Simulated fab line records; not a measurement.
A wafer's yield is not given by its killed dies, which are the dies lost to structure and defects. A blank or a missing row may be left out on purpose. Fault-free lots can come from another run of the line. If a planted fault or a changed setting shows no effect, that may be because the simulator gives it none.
8D (eight disciplines) problem report, filled in by code | flow ritCmos | the parts of the form that need people (team, actions taken, sign-off) are left out

== 1. WHAT IS WRONG ==
Wafers without a fault read 34.57 W, standard deviation 0.047; heaterPowerTotalW at RIT_GATE_SOFTBAKE_12 reads a mean of 35.58 W on 6 wafers belonging to 2 lots. That is +21 standard deviations from the usual mean.
The step: time 60 s.
Earliest sighting: wafer L271.3 on lithoTrack-04 at day 5 10:02. The record holds 18 wafers of 6 lots with a number at this step. The rule behind "out" and "out of limits": a value lying over 4 standard deviations away from the usual mean. Any other wafer with a number is counted as sound.

== 2. WHAT IT IS AND WHAT IT IS NOT ==
question                    | is                            | is not
which readings at this step | heaterPowerTotalW, plateTempC | -
which lots                  | L271, L272                    | L259, L261, L276, L278
which wafers of those lots  | all that have a number        | -
read on which tools         | lithoTrack-04                 | lithoTrack-01, lithoTrack-03
when                        | from day 5 10:02              | up to then (6 sound wafers); but 6 sound wafers of L276, L278 came after

== 3. SUSPECTS, AND WHAT RULES EACH OUT ==
Counting: any tool at a process step up to the reading is kept as a suspect provided that every lot that is out went through it and no sound lot did after the first of them.
- lithoTrack-04 at RIT_GATE_SOFTBAKE_12 (time 60 s): kept. Every lot that is out went through it, starting with L271 (day 5 10:02), and after that it ran no sound lot; the last sound lot it ran before then is L259 (day 2 22:04). Out on those wafers are its own readings of heaterPowerTotalW, plateTempC.
The count leaves lithoTrack-04 at RIT_GATE_SOFTBAKE_12.

== 4. THE CAUSE (what the simulator had put in) ==
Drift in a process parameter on lithoTrack-04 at RIT_GATE_SOFTBAKE_12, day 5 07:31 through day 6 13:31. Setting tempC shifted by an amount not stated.
Counting left only this tool.

== 5. SEQUENCE OF EFFECTS, ordered by route ==
One row per reading whose mean, taken over the struck wafers that have a number, lies over 3 standard deviations from the usual. Readings are gone through only where the record gives a usual standard deviation; hours: the median, over the lots, of the time from a lot's start at the first step in this table giving one to that lot's start at this step; sigmas: the change measured in usual standard deviations.
hours | step                 | reading           | usual   | on struck wafers | change | sigmas
0     | RIT_GATE_SOFTBAKE_12 | heaterPowerTotalW | 34.57 W | 35.58            | +1.01  | +21
0     | RIT_GATE_SOFTBAKE_12 | plateTempC        | 90.02 C | 91.95            | +1.93  | +16
Process steps it contains:
- RIT_GATE_SOFTBAKE_12: time 60 s.
Later measuring or inspecting steps at which every struck wafer that the step has a row for has a number for every such reading, and none has moved that far: RIT_GATE_CD_MEAS_16.

== 6. WHAT WOULD HAVE CAUGHT IT SOONER ==
The fault began at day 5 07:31; the first out-of-limits reading in this record came at day 5 10:02, 3 hours later.
